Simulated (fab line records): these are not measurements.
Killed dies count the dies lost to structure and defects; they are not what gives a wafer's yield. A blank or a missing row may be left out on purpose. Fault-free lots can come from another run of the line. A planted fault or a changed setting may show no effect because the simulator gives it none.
What tool caused it? | flow rit_cmos | 14 lots, 42 wafers sampled, at 4 steps of a route of 202

WHAT EACH GAUGE READ, for each wafer
RIT_NWELL_OVL_MEAS_06.
lot  | measured    | on         | NWELL_OVL (nm)
L131 | day 2 18:08 | overlay-01 | -1.3 1.6 0.7
L132 | day 2 23:28 | overlay-01 | 2.2 -0.1 0.1
L133 | day 3 04:37 | overlay-01 | 0.8 0.3 0.0
L136 | day 3 19:32 | overlay-01 | -0.5 0.9 2.9
L137 | day 4 02:00 | overlay-01 | 0.4 0.4 2.2
L138 | day 4 07:05 | overlay-01 | 3.6 1.4 1.7
L139 | day 4 11:34 | overlay-01 | 2.4 2.1 1.9
L143 | day 5 07:03 | overlay-01 | 1.7 1.5 2.0
L144 | day 5 10:45 | overlay-01 | -0.4 0.9 0.9
L146 | day 5 21:01 | overlay-01 | 0.1 -0.5 0.0
L147 | day 6 01:05 | overlay-02 | -1.4 0.4 0.1
L148 | day 6 07:23 | overlay-02 | -0.8 0.2 0.3
L149 | day 6 12:34 | overlay-01 | -0.9 -1.0 -1.1
L150 | day 6 16:36 | overlay-02 | -0.7 -1.5 0.2

RIT_NSD_OVL_MEAS_06.
lot  | measured    | on         | NSD_OVL (nm)
L131 | day 4 01:26 | overlay-01 | -2.1 -2.1 1.0
L132 | day 4 06:05 | overlay-01 | -1.3 1.3 0.5
L133 | day 4 12:27 | overlay-01 | 1.9 0.4 -2.1
L136 | day 5 02:34 | overlay-01 | 1.2 1.5 1.3
L137 | day 5 08:46 | overlay-02 | 1.2 -0.9 -1.8
L138 | day 5 11:52 | overlay-02 | -2.9 -0.5 -1.4
L139 | day 5 16:41 | overlay-02 | 1.1 1.4 1.1
L143 | day 6 11:43 | overlay-01 | 0.2 -0.3 0.0
L144 | day 6 14:37 | overlay-02 | -0.2 0.5 -1.0
L146 | day 7 01:03 | overlay-01 | -0.9 0.5 0.4
L147 | day 7 04:46 | overlay-02 | -0.1 -0.7 2.1
L148 | day 7 12:04 | overlay-01 | -0.2 -0.4 -1.6
L149 | day 7 16:03 | overlay-02 | 0.1 0.5 1.7
L150 | day 7 23:08 | overlay-01 | 0.7 0.9 0.8

RIT_M1_BOW_MEAS_16.
lot  | measured    | on            | M1_BOW (um)
L131 | day 4 11:05 | film_metro-03 | 8 18 15
L132 | day 4 15:55 | film_metro-03 | 7 19 14
L133 | day 4 22:17 | film_metro-02 | 25 28 -1
L136 | day 5 12:43 | film_metro-01 | 11 6 12
L137 | day 5 18:43 | film_metro-03 | 31 16 29
L138 | day 5 21:35 | film_metro-02 | 23 17 13
L139 | day 6 02:40 | film_metro-01 | 18 23 26
L143 | day 6 21:56 | film_metro-03 | 21 15 5
L144 | day 7 00:28 | film_metro-03 | 15 15 25
L146 | day 7 10:50 | film_metro-01 | 11 22 25
L147 | day 7 14:32 | film_metro-01 | 15 15 16
L148 | day 7 21:42 | film_metro-03 | 3 22 9
L149 | day 8 01:57 | film_metro-03 | 12 14 33
L150 | day 8 09:11 | film_metro-03 | 7 8 14

EACH LOT AND THE TOOL THAT RAN IT (in order: tool; ch and the chambers of the sampled wafers; start)
lot  | RIT_PWELL_EXPOSE_03
L131 | iline_stepper-01 ch 0, day 2 19:23
L132 | iline_stepper-01 ch 0, day 3 00:59
L133 | iline_stepper-02 ch 0, day 3 05:58
L136 | iline_stepper-01 ch 0, day 3 20:48
L137 | iline_stepper-01 ch 0, day 4 03:08
L138 | iline_stepper-01, day 4 08:16
L139 | iline_stepper-02, day 4 12:50
L143 | iline_stepper-01 ch 0, day 5 08:12
L144 | iline_stepper-02 ch 0, day 5 12:01
L146 | iline_stepper-02 ch 0, day 5 22:09
L147 | iline_stepper-02 ch 0, day 6 02:13
L148 | iline_stepper-01 ch 0, day 6 08:38
L149 | iline_stepper-01 ch 0, day 6 13:45
L150 | iline_stepper-01 ch 0, day 6 17:44
- RIT_PWELL_EXPOSE_03: exposes mask M3, target cd 43700 nm.

AS READ BY THE TOOLS THEMSELVES (means over the sampled wafers that have a number; for cases with no such wafer, the mark the record gives instead)
RIT_PWELL_EXPOSE_03.
lot  | tool             | exposure_dose_mJ_cm2 | focus_offset_nm (nm)
L131 | iline_stepper-01 | 249.91               | 0.4
L132 | iline_stepper-01 | 250.36               | -0.3
L133 | iline_stepper-02 | 250.10               | 0.7
L136 | iline_stepper-01 | 250.06               | -0.6
L137 | iline_stepper-01 | 249.55               | -0.2
L138 | iline_stepper-01 | -                    | -
L139 | iline_stepper-02 | -                    | -
L143 | iline_stepper-01 | 250.01               | 0.6
L144 | iline_stepper-02 | 249.92               | -0.3
L146 | iline_stepper-02 | 250.16               | 0.3
L147 | iline_stepper-02 | 250.10               | 0.3
L148 | iline_stepper-01 | 249.91               | -0.0
L149 | iline_stepper-01 | 250.40               | -0.3
L150 | iline_stepper-01 | 250.17               | -0.1

THE ANSWER, worked out from the rows above alone
Rule: the usual values come from the lots themselves. Put in order of their means at a reading, lots are off if they are a third of the lots or fewer, leave a main group of 4 or more, and stand apart from it by a gap of 3 or more times the standard deviation of the main group's means; of several such gaps the widest counts. A main group is skipped when, at the precision printed for the reading in the tables above, its means are all equal. A lot without any number at a reading at which 4 lots or more have one is off too. Any other lot the step has rows for is counted as sound. Order of review: gauges by route order, followed by the tools' own readings, for which a lot's mean as printed above is used. The first step at which some lot is off is used, and at that step the reading that is off furthest; a lot without a number counts as furthest.
Off: L138, L139, at RIT_PWELL_EXPOSE_03 (exposure_dose_mJ_cm2). Without a number there: L138, L139. Main group: mean 250.05, sd 0.22.
If a tool, at that step or one of the process steps before it, ran each lot that is off and ran no sound lot following the first of them, it fits. No candidate that was tried fits.

WHAT THE SIMULATOR HAD INSERTED
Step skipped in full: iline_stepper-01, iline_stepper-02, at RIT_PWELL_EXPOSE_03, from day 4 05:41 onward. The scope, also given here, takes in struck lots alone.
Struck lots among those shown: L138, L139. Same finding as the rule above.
